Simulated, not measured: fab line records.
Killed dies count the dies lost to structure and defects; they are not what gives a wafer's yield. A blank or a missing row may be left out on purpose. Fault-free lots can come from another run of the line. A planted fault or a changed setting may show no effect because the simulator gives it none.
What tool caused it? -- flow rit_cmos -- 18 wafers from 6 lots sampled at 2 of the route's 202 steps

WHAT THE GAUGES READ, wafer by wafer
RIT_M1_RS_MEAS_01: measures by four-point-probe.
lot,measured,on,M1_AL_RS (ohm/sq)
L716,day 4 00:15,film_metro-02,0.0743 0.0739 0.0742
L719,day 4 19:10,film_metro-02,0.0732 0.0749 0.0740
L722,day 5 17:07,film_metro-02,0.0721 0.0723 0.0724
L725,day 5 21:57,film_metro-02,0.0742 0.0736 0.0737
L727,day 6 07:53,film_metro-03,0.0728 0.0731 0.0740
L733,day 7 16:59,film_metro-02,0.0655 0.0732 0.0658 0.0657 0.0732 0.0656

WHAT TOOL EACH LOT RAN ON (gives the tool, then ch and the chambers of the sampled wafers, and finally the start)
lot,RIT_M1_SPUTTER_00
L716,"pvd_sputter-01, day 3 23:58"
L719,"pvd_sputter-01, day 4 18:51"
L722,"pvd_sputter-02, day 5 16:47"
L725,"pvd_sputter-02, day 5 21:38"
L727,"pvd_sputter-02, day 6 07:34"
L733,"pvd_sputter-02, day 7 16:41"
- RIT_M1_SPUTTER_00: material Al, target thk 400 nm, time 500 s.

THE ANSWER, worked out from the rows above alone
Rule: usual is defined by the lots themselves. Put in order of their means at a reading, lots are off if they are a third of the lots or fewer, leave a main group of 4 or more, and stand apart from it by a gap of 3 or more times the standard deviation of the main group's means; of several such gaps the widest counts. A main group whose means are all the same, to the digits that the tables above print for the reading, isn't used. Also off: a lot with no number at a reading for which 4 or more lots have one. The other lots that the step has rows for count as sound.
Off: at RIT_M1_RS_MEAS_01 (M1_AL_RS), L733. Main group: mean 0.0735 ohm/sq, sd 0.00069.
A tool fits if, at a process step before that reading, it ran every lot that is off, and no sound lot after the first of them. Gauges at RIT_M1_RS_MEAS_01: tried the same way as those tools. Undecided on this evidence; 2 tools fit (pvd_sputter-02 at RIT_M1_SPUTTER_00, film_metro-02 at RIT_M1_RS_MEAS_01).

WHAT WAS PUT IN BY THE SIMULATOR
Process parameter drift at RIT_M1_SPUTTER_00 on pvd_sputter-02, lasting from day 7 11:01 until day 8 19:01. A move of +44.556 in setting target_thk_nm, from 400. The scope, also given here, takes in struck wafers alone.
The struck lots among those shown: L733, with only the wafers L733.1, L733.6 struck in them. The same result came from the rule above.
